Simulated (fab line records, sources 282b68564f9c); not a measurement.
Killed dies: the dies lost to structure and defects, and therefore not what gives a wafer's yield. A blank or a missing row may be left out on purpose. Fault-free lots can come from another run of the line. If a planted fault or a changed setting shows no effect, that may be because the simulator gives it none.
Split-lot study    flow ritCmos    23 wafers read from 5 lots, route of 202 steps

THE SPLIT ITSELF
At RIT_NRETRO_IMPLANT_08, the setting doseCm2 was moved away from the recipe's 1e+13 on 12 of the 23 wafers read, by -7.4% to +5.5%. This setting was run at the recipe's value on the other wafers.

BETWEEN THE SPLIT AND THE READING: the file shows 1 step in between
- RIT_NRETRO_STRIP_09: strips in O2, time 180 s

THE READING
NRETRO_TW, at RIT_NRETRO_TW_MEAS_10. Fault-free wafers of this fab line usually give 1055, standard deviation 12.

wafer   tool, chamber at the split  doseCm2 as run  against the recipe  NRETRO_TW  against lot-mates on the recipe
L078.1  implanter-01, 0             1e+13           recipe              1061       -
L078.2  implanter-01, 0             1e+13           recipe              1063       -
L078.5  implanter-01, 0             1e+13           recipe              1068       -
L079.1  implanter-01, 0             1.036e+13       +3.6%               1054       +14
L079.2  implanter-01, 0             1e+13           recipe              1037       -
L079.3  implanter-01, 0             1.036e+13       +3.6%               1051       +10
L079.5  implanter-01, 0             1e+13           recipe              1044       -
L079.6  implanter-01, 0             1.036e+13       +3.6%               1051       +10
L080.1  implanter-01, 0             1e+13           recipe              1040       -
L080.2  implanter-01, 0             9.265e+12       -7.4%               1014       -27
L080.3  implanter-01, 0             9.265e+12       -7.4%               1011       -30
L080.4  implanter-01, 0             9.265e+12       -7.4%               1012       -29
L080.5  implanter-01, 0             1e+13           recipe              1042       -
L084.1  implanter-01, 0             1e+13           recipe              1062       -
L084.2  implanter-01, 0             1.055e+13       +5.5%               1081       +19
L084.3  implanter-01, 0             1.055e+13       +5.5%               1080       +18
L084.5  implanter-01, 0             1e+13           recipe              1062       -
L084.6  implanter-01, 0             1.055e+13       +5.5%               1080       +18
L085.2  implanter-01, 0             9.303e+12       -7.0%               1034       -26
L085.3  implanter-01, 0             1e+13           recipe              1058       -
L085.4  implanter-01, 0             9.303e+12       -7.0%               1034       -26
L085.5  implanter-01, 0             1e+13           recipe              1061       -
L085.6  implanter-01, 0             9.303e+12       -7.0%               1036       -24

FIT RESULTS
A straight line over all 23 wafers: NRETRO_TW changes by +3.9 for each +1% of doseCm2; r = +0.84; the points scatter about the line by 11.
The same after taking each lot's own level away (the mean of its wafers on the recipe; 23 wafers): +3.58 for each +1%; r = +0.99; scatter 2.1.
On that fit, the largest move of doseCm2 shifts the reading by 26.
From 1040.5 to 1064.0: that is the span of the lots' own levels, equal to 2.0 times the standard deviation above.
The two slopes are in agreement: the lot-to-lot level therefore moves the slope only a little.
Check: with one of the wafers moved furthest among these (-7.4%) left out of the fit, the line predicts -27 for it against its lot-mates. It came out at -27 against them.

OTHER SPLITS ON THESE WAFERS
Before the reading, these wafers also passed through other splits. Each is held against what the fit with the lots' levels taken away leaves over:
other split on the same wafers      wafers away from the commonest value  r with NRETRO_TW (lot level and that fit taken away)
RIT_ACTIVE_OXIDATION_01 tempC       18                                    +0.07
RIT_ACTIVE_EXPOSE_08 doseMj         8                                     -0.23
RIT_ACTIVE_DEVELOP_10 developTimeS  10                                    +0.36
RIT_NRETRO_COAT_01 resistThkNm      5                                     +0.02

THE FILE'S OWN FIT
NRETRO_TW changes by +3.61 for each +1% of doseCm2, r = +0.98.
